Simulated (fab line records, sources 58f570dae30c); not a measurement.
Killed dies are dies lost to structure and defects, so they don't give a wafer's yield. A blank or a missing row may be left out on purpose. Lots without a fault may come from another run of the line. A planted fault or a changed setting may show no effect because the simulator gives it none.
One fault seen from 2 desks | flow berkeley_cmos170 | each desk has only its own numbers; what lay behind them comes last

THE TOOL OWNER'S DESK: litho_track-04
The tool's own readings at UCB170_ACTIVE_DEVELOP_12 (develop time 45 s): means of the sampled wafers that have a number, for each lot that ran on this tool. A lot is out of limits, marked OUT, if its mean lies more than 4 standard deviations from the usual mean; the brackets give that distance.
Columns: A = developer_temp_C at UCB170_ACTIVE_DEVELOP_12, usual 21.02 C
lot  | first seen here | A
L594 | day 7 00:00     | 21.01
L591 | day 7 01:00     | 20.98
L597 | day 8 01:00     | 21.12
L599 | day 8 02:00     | 23.13 (+22) OUT
L602 | day 8 13:00     | 23.13 (+22) OUT
This desk's finding: out of limits on L599, L602; first on L599, day 8 02:00 (developer_temp_C at UCB170_ACTIVE_DEVELOP_12). In limits: L594, L591, L597.

THE METROLOGY DESK
What the gauges read, lot by lot, whatever tool the lot ran on: means of the sampled wafers that have a number. A lot is out of limits, marked OUT, if its mean lies more than 4 standard deviations from the usual mean; the brackets give that distance.
Columns: A = cd_nm at UCB170_M2_CD_MEAS_15, usual 700.1 nm; B = cd_nm at UCB170_M3_CD_MEAS_15, usual 700.4 nm; C = cd_nm at UCB170_M3_CD_MEAS_90, usual 698 nm
lot  | first seen here | A     | B     | C
L588 | day 9 20:55     | 699.1 | 700.3 | 700
L592 | day 10 19:07    | 700.0 | 701.2 | 699
L591 | day 10 19:52    | 698.8 | 700.9 | 701
L594 | day 10 22:22    | 701.4 | 701.4 | 697
L593 | day 11 05:03    | 699.6 | 698.0 | 695
L595 | day 11 13:59    | 700.6 | 699.4 | 697
L596 | day 11 14:02    | 698.6 | 699.8 | 694
L598 | day 11 22:24    | 699.7 | 700.0 | 700
L597 | day 11 23:49    | 699.6 | 699.0 | 696
L600 | day 12 06:54    | 701.6 | 702.8 | 697
L599 | day 12 07:37    | 700.9 | 702.6 | 696
L603 | day 12 11:42    | 701.7 | 700.8 | 698
L602 | day 12 14:31    | 698.8 | 696.5 | 695
L606 | day 13 10:34    | 701.3 | 699.3 | 699
This desk's finding: nothing out of limits on any of the 14 lots.

PUT TOGETHER
The tool owner's desk could have raised an alarm at day 8 02:00, on L599, L602.
The metrology desk saw nothing out of limits.
The metrology desk has L599, L602 on record, within its limits.
Of the lots named, all ran UCB170_ACTIVE_DEVELOP_12 on litho_track-04.

WHAT THE SIMULATOR HAD PUT IN
Process parameter drift: litho_track-04, from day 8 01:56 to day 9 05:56, at UCB170_ACTIVE_DEVELOP_12. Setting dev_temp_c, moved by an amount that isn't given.
Lots struck among those shown: L599, L602.
Hours from the fault's start to each desk's first reading out of limits: the tool owner's desk, 0.
